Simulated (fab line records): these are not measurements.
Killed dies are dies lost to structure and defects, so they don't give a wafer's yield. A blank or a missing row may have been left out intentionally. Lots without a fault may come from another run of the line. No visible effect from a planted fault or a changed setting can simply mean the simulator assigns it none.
Which tool did it? + flow berkeleyCmos170 + 15 lots with 45 wafers sampled at 5 steps, on a route of 331 steps

WHAT EACH GAUGE READ, for each wafer
UCB170_PWELL_THK_MEAS_06. Usual: PWELL_NITRIDE_THK 220.6 nm, standard deviation 2.1.
| lot  | measured    | on           | PWELL_NITRIDE_THK (nm) | flag |
|------|-------------|--------------|------------------------|------|
| L365 | day 3 12:03 | filmMetro-04 | 223.2 221.3 223.3      |      |
| L366 | day 3 12:03 | filmMetro-01 | 219.3 221.0 219.5      |      |
| L367 | day 4 02:00 | filmMetro-01 | 220.0 220.4 219.8      |      |
| L368 | day 4 02:00 | filmMetro-04 | 215.8 218.1 217.5      |      |
| L371 | day 4 18:02 | filmMetro-02 | 217.1 218.3 217.8      |      |
| L372 | day 5 12:39 | filmMetro-04 | 222.5 222.6 221.7      |      |
| L373 | day 5 18:14 | filmMetro-01 | 219.9 221.0 219.2      |      |
| L376 | day 5 18:14 | filmMetro-02 | 217.3 218.7 217.6      |      |
| L377 | day 5 18:17 | filmMetro-01 | 220.4 220.1 221.6      |      |
| L379 | day 6 05:23 | filmMetro-02 | 219.9 221.8 218.5      |      |
| L378 | day 6 05:23 | filmMetro-04 | 226.2 225.9 225.9      |      |
| L381 | day 6 18:25 | filmMetro-04 | 218.3 216.9 219.4      |      |
| L382 | day 6 18:25 | filmMetro-01 | 220.0 222.0 220.3      |      |
| L385 | day 7 06:22 | filmMetro-04 | 224.0 223.9 222.9      |      |
| L386 | day 7 11:13 | filmMetro-01 | 221.6 220.3 221.6      |      |

UCB170_ACTIVE_OVL_MEAS_14. Usual: ACTIVE_OVL 3 nm, standard deviation 6.9.
| lot  | measured    | on         | ACTIVE_OVL (nm) | flag |
|------|-------------|------------|-----------------|------|
| L365 | day 4 18:12 | overlay-01 | -6 5 -6         |      |
| L366 | day 4 18:26 | overlay-01 | 4 11 8          |      |
| L367 | day 5 11:32 | overlay-02 | 10 10 4         |      |
| L368 | day 5 11:17 | overlay-01 | 2 0 1           |      |
| L371 | day 6 00:08 | overlay-02 | -3 -5 -7        |      |
| L372 | day 6 15:43 | overlay-01 | 9 9 8           |      |
| L373 | day 7 00:04 | overlay-01 | -3 -4 -6        |      |
| L376 | day 7 00:22 | overlay-01 | 1 2 -3          |      |
| L377 | day 7 00:06 | overlay-01 | -3 -9 -2        |      |
| L379 | day 7 08:39 | overlay-01 | 10 10 16        |      |
| L378 | day 7 08:56 | overlay-01 | -6 -4 -8        |      |
| L381 | day 7 16:42 | overlay-01 | -4 -3 2         |      |
| L382 | day 7 16:35 | overlay-02 | -2 -2 4         |      |
| L385 | day 8 08:57 | overlay-01 | 12 7 7          |      |
| L386 | day 8 12:32 | overlay-01 | -2 4 4          |      |

UCB170_GATE_OVL_MEAS_13. Usual: GATE_OVL -1 nm, standard deviation 4.7.
| lot  | measured     | on         | GATE_OVL (nm)           | flag |
|------|--------------|------------|-------------------------|------|
| L365 | day 6 18:16  | overlay-02 | 0 3 -1                  |      |
| L366 | day 6 18:23  | overlay-01 | 3 4 3                   |      |
| L367 | day 7 04:17  | overlay-02 | 0 0 -3                  |      |
| L368 | day 7 04:10  | overlay-02 | 0 4 1                   |      |
| L371 | day 7 14:22  | overlay-01 | 5 -2 -1                 |      |
| L372 | day 8 07:38  | overlay-01 | 324 322 320 325 322 320 | OFF  |
| L373 | day 8 16:07  | overlay-02 | 3 -3 -2                 |      |
| L376 | day 8 16:10  | overlay-01 | 316 313 314 316 312 314 | OFF  |
| L377 | day 8 16:44  | overlay-01 | 312 316 314 312 316 314 | OFF  |
| L379 | day 9 05:24  | overlay-01 | -3 3 -7                 |      |
| L378 | day 9 05:28  | overlay-02 | -4 4 1                  |      |
| L381 | day 9 08:56  | overlay-02 | 0 3 -3                  |      |
| L382 | day 9 08:37  | overlay-01 | -5 -2 0                 |      |
| L385 | day 10 09:53 | overlay-02 | 1 2 5                   |      |
| L386 | day 10 09:29 | overlay-01 | 2 2 3                   |      |

EACH LOT AND THE TOOL THAT RAN IT (in order: tool; ch and the chambers of the sampled wafers; start)
| lot  | UCB170_ACTIVE_STRIP_16             | UCB170_GATE_EXPOSE_09            |
|------|------------------------------------|----------------------------------|
| L365 | plasmaAsher-02 ch 0,1, day 4 18:20 | krfScanner-02 ch 0, day 6 17:28  |
| L366 | plasmaAsher-04 ch 0,1, day 4 18:35 | krfScanner-02 ch 0, day 6 17:35  |
| L367 | plasmaAsher-01 ch 0,1, day 5 11:40 | krfScanner-01 ch 0, day 7 03:08  |
| L368 | plasmaAsher-02 ch 0,1, day 5 11:26 | krfScanner-02 ch 0, day 7 02:48  |
| L371 | plasmaAsher-04 ch 0,1, day 6 00:17 | krfScanner-02 ch 0, day 7 13:40  |
| L372 | plasmaAsher-02 ch 0,1, day 6 15:51 | krfScanner-01 ch 0, day 8 06:50  |
| L373 | plasmaAsher-02 ch 0,1, day 7 00:12 | krfScanner-02 ch 0, day 8 15:11  |
| L376 | plasmaAsher-04 ch 0,1, day 7 00:30 | krfScanner-01 ch 0, day 8 15:25  |
| L377 | plasmaAsher-04 ch 0,1, day 7 00:14 | krfScanner-01 ch 0, day 8 16:07  |
| L379 | plasmaAsher-02 ch 0,1, day 7 08:47 | krfScanner-02 ch 0, day 9 04:14  |
| L378 | plasmaAsher-01 ch 0,1, day 7 09:04 | krfScanner-02 ch 0, day 9 04:22  |
| L381 | plasmaAsher-04 ch 0,1, day 7 16:50 | krfScanner-02 ch 0, day 9 08:26  |
| L382 | plasmaAsher-01 ch 0, day 7 16:43   | krfScanner-02 ch 0, day 9 08:07  |
| L385 | plasmaAsher-04 ch 0,1, day 8 09:05 | krfScanner-02 ch 0, day 10 09:20 |
| L386 | plasmaAsher-01 ch 0,1, day 8 12:40 | krfScanner-02 ch 0, day 10 08:51 |
- UCB170_ACTIVE_STRIP_16: strips in O2.
- UCB170_GATE_EXPOSE_09: exposes mask POLY, target cd 350 nm.

AS READ BY THE TOOLS THEMSELVES (means over the sampled wafers that have a number; for cases with no such wafer, the mark the record gives instead)
UCB170_ACTIVE_STRIP_16. Usual: drypumpMotorCurrentA 6.0 A, standard deviation 0.64; o2FlowSccm 400.1 sccm, standard deviation 1.3; oesProductAu 0.721 a.u., standard deviation 0.0049; stripTimeToEndpointS 18.06 s, standard deviation 0.086.
| lot  | tool           | drypumpMotorCurrentA (A) | o2FlowSccm (sccm) | oesProductAu (a.u.) | stripTimeToEndpointS (s) | flag |
|------|----------------|--------------------------|-------------------|---------------------|--------------------------|------|
| L365 | plasmaAsher-02 | 5.7                      | 401.2             | 0.721               | 18.20                    |      |
| L366 | plasmaAsher-04 | 5.7                      | 400.6             | 0.722               | 17.98                    |      |
| L367 | plasmaAsher-01 | 6.2                      | 400.5             | 0.728               | 18.06                    |      |
| L368 | plasmaAsher-02 | 5.7                      | 398.9             | 0.722               | 18.07                    |      |
| L371 | plasmaAsher-04 | 6.1                      | 400.7             | 0.718               | 17.98                    |      |
| L372 | plasmaAsher-02 | 6.3                      | 398.7             | 0.720               | 18.11                    |      |
| L373 | plasmaAsher-02 | 5.7                      | 399.9             | 0.716               | 18.12                    |      |
| L376 | plasmaAsher-04 | 6.1                      | 400.5             | 0.724               | 18.16                    |      |
| L377 | plasmaAsher-04 | 6.1                      | 401.0             | 0.718               | 17.92                    |      |
| L379 | plasmaAsher-02 | 6.3                      | 400.9             | 0.723               | 18.00                    |      |
| L378 | plasmaAsher-01 | 6.3                      | 399.7             | 0.721               | 18.06                    |      |
| L381 | plasmaAsher-04 | 6.1                      | 399.8             | 0.725               | 18.05                    |      |
| L382 | plasmaAsher-01 | 6.0                      | 400.7             | 0.721               | 18.15                    |      |
| L385 | plasmaAsher-04 | 6.1                      | 400.0             | 0.720               | 18.12                    |      |
| L386 | plasmaAsher-01 | 6.2                      | 400.4             | 0.718               | 18.10                    |      |

UCB170_GATE_EXPOSE_09. Usual: stageVelMmS 499.97 mm/s, standard deviation 0.28.
| lot  | tool          | stageVelMmS (mm/s) | flag |
|------|---------------|--------------------|------|
| L365 | krfScanner-02 | 500.27             |      |
| L366 | krfScanner-02 | 500.11             |      |
| L367 | krfScanner-01 | 499.72             |      |
| L368 | krfScanner-02 | 500.08             |      |
| L371 | krfScanner-02 | 499.93             |      |
| L372 | krfScanner-01 | 500.05             |      |
| L373 | krfScanner-02 | 499.49             |      |
| L376 | krfScanner-01 | 499.59             |      |
| L377 | krfScanner-01 | 499.75             |      |
| L379 | krfScanner-02 | 499.77             |      |
| L378 | krfScanner-02 | 500.00             |      |
| L381 | krfScanner-02 | 499.48             |      |
| L382 | krfScanner-02 | 500.20             |      |
| L385 | krfScanner-02 | 500.03             |      |
| L386 | krfScanner-02 | 499.83             |      |

THE ANSWER, worked out from the rows above alone
Rule: a lot counts as off when the mean over its wafers that have a number is more than 3 standard deviations away from the usual mean. A lot without any number at a reading at which 4 lots or more have one is off too. Where the step has rows for the other lots, those lots are counted as sound. First the gauges in route order, then the tools' own readings, where a lot's mean is used as printed above. The first step at which some lot is off is used, and at that step the reading that is off furthest; a lot without a number counts as furthest.
Off: at UCB170_GATE_OVL_MEAS_13 (GATE_OVL), L372, L376, L377.
A tool fits if, at a process step before that reading, it ran every lot that is off, and no sound lot after the first of them. Those tools and the gauges at UCB170_GATE_OVL_MEAS_13 are tried in the same way. One fits: UCB170_GATE_EXPOSE_09 on krfScanner-01. A fault onset in the window from L367 (day 7 03:08, its last sound lot) to L372 (day 8 06:50, its first lot off) fits.

WHAT HAD BEEN PUT IN BY THE SIMULATOR
Scanner matching overlay: krfScanner-01, from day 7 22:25 on, at UCB170_GATE_EXPOSE_09. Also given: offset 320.
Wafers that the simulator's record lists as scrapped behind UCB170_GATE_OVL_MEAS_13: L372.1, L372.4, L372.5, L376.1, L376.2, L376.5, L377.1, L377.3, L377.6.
Lots struck among those shown: L372, L376, L377. The same result came from the rule above.
